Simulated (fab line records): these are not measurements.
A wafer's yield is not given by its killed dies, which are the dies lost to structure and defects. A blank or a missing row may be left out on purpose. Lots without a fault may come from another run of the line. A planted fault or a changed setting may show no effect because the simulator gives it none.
Which of the tools did it?	flow berkeley_cmos170	Sampling: 14 lots, 42 wafers, 2 of 331 route steps

== WHAT THE GAUGES SHOWED, per wafer ==
UCB170_ACTIVE_OVL_MEAS_14. Usual: for ACTIVE_OVL the level is 4 nm and the standard deviation is 6.
lot	measured	on	ACTIVE_OVL (nm)	flag
L514	day 5 01:26	overlay-01	0 3 -2	
L515	day 5 01:59	overlay-01	18 9 14	
L516	day 5 01:43	overlay-02	8 2 -2	
L517	day 5 01:27	overlay-02	8 9 8	
L519	day 5 19:34	overlay-02	2 5 1	
L524	day 6 06:44	overlay-01	10 7 6	
L526	day 7 09:33	overlay-01	11 7 11	
L527	day 7 10:59	overlay-01	5 7 3	
L528	day 7 11:24	overlay-01	8 5 3	
L530	day 7 11:42	overlay-01	11 8 9	
L532	day 8 09:44	overlay-02	5 9 8	
L533	day 8 08:35	overlay-02	-9 0 -5	
L535	day 8 08:33	overlay-02	6 3 6	
L536	day 8 08:49	overlay-02	8 1 6	

== TOOL THAT RAN EACH LOT (tool first, then ch and the chambers of the sampled wafers, then the start) ==
lot	UCB170_PWELL_STRIP_16
L514	plasma_asher-01 ch 0,1, day 3 14:17
L515	plasma_asher-01 ch 0,1, day 3 14:26
L516	plasma_asher-01 ch 0,1, day 3 17:35
L517	plasma_asher-01 ch 0,1, day 3 17:48
L519	plasma_asher-01 ch 0,1, day 4 18:56
L524	plasma_asher-02 ch 0,1, day 5 03:40
L526	plasma_asher-04 ch 0,1, day 5 20:21
L527	plasma_asher-02 ch 0,1, day 6 03:49
L528	plasma_asher-01 ch 0,1, day 6 03:58
L530	plasma_asher-02 ch 0,1, day 6 05:45
L532	plasma_asher-01 ch 0,1, day 7 02:53
L533	plasma_asher-02 ch 0,1, day 7 03:10
L535	plasma_asher-02 ch 0, day 7 08:26
L536	plasma_asher-04 ch 1, day 7 08:29
- UCB170_PWELL_STRIP_16: strips in O2.

== WHAT THE TOOLS THEMSELVES READ (means of the sampled wafers that have a number; where no wafer has one, the mark that the record gives instead) ==
UCB170_PWELL_STRIP_16. Usual: chamber_pressure_mTorr 3500 mTorr, standard deviation 3.3; drypump_motor_current_A 5.5 A, standard deviation 0.58; oes_product_au 0.721 a.u., standard deviation 0.0046; strip_time_to_endpoint_s 18.06 s, standard deviation 0.12.
lot	tool	chamber_pressure_mTorr (mTorr)	drypump_motor_current_A (A)	oes_product_au (a.u.)	strip_time_to_endpoint_s (s)	flag
L514	plasma_asher-01	3497	4.8	0.721	18.03	
L515	plasma_asher-01	3499	5.1	0.721	18.11	
L516	plasma_asher-01	3500	4.8	0.718	18.08	
L517	plasma_asher-01	3499	5.0	0.717	18.03	
L519	plasma_asher-01	3500	4.8	0.720	18.13	
L524	plasma_asher-02	3496	5.9	0.720	18.17	
L526	plasma_asher-04	3500	5.9	0.722	18.03	
L527	plasma_asher-02	3497	5.9	0.722	18.07	
L528	plasma_asher-01	3498	5.0	0.724	18.18	
L530	plasma_asher-02	3499	5.9	0.720	18.01	
L532	plasma_asher-01	3502	5.1	0.718	18.04	
L533	plasma_asher-02	3502	5.9	0.721	18.04	
L535	plasma_asher-02	3500	5.8	0.720	18.09	
L536	plasma_asher-04	3499	6.4	0.719	18.15	

== THE ANSWER, worked out from the rows above alone ==
Rule: a lot counts as off when the mean over its wafers that have a number is more than 3 standard deviations away from the usual mean. Also off: a lot with no number at a reading for which 4 or more lots have one. The other lots that the step has rows for count as sound. Order of review: gauges by route order, followed by the tools' own readings, for which a lot's mean as printed above is used. The first step at which some lot is off is used, and at that step the reading that is off furthest; a lot without a number counts as furthest.
Nothing can be told from this: no lot is off at any reading shown.

== WHAT THE SIMULATOR HAD PUT IN ==
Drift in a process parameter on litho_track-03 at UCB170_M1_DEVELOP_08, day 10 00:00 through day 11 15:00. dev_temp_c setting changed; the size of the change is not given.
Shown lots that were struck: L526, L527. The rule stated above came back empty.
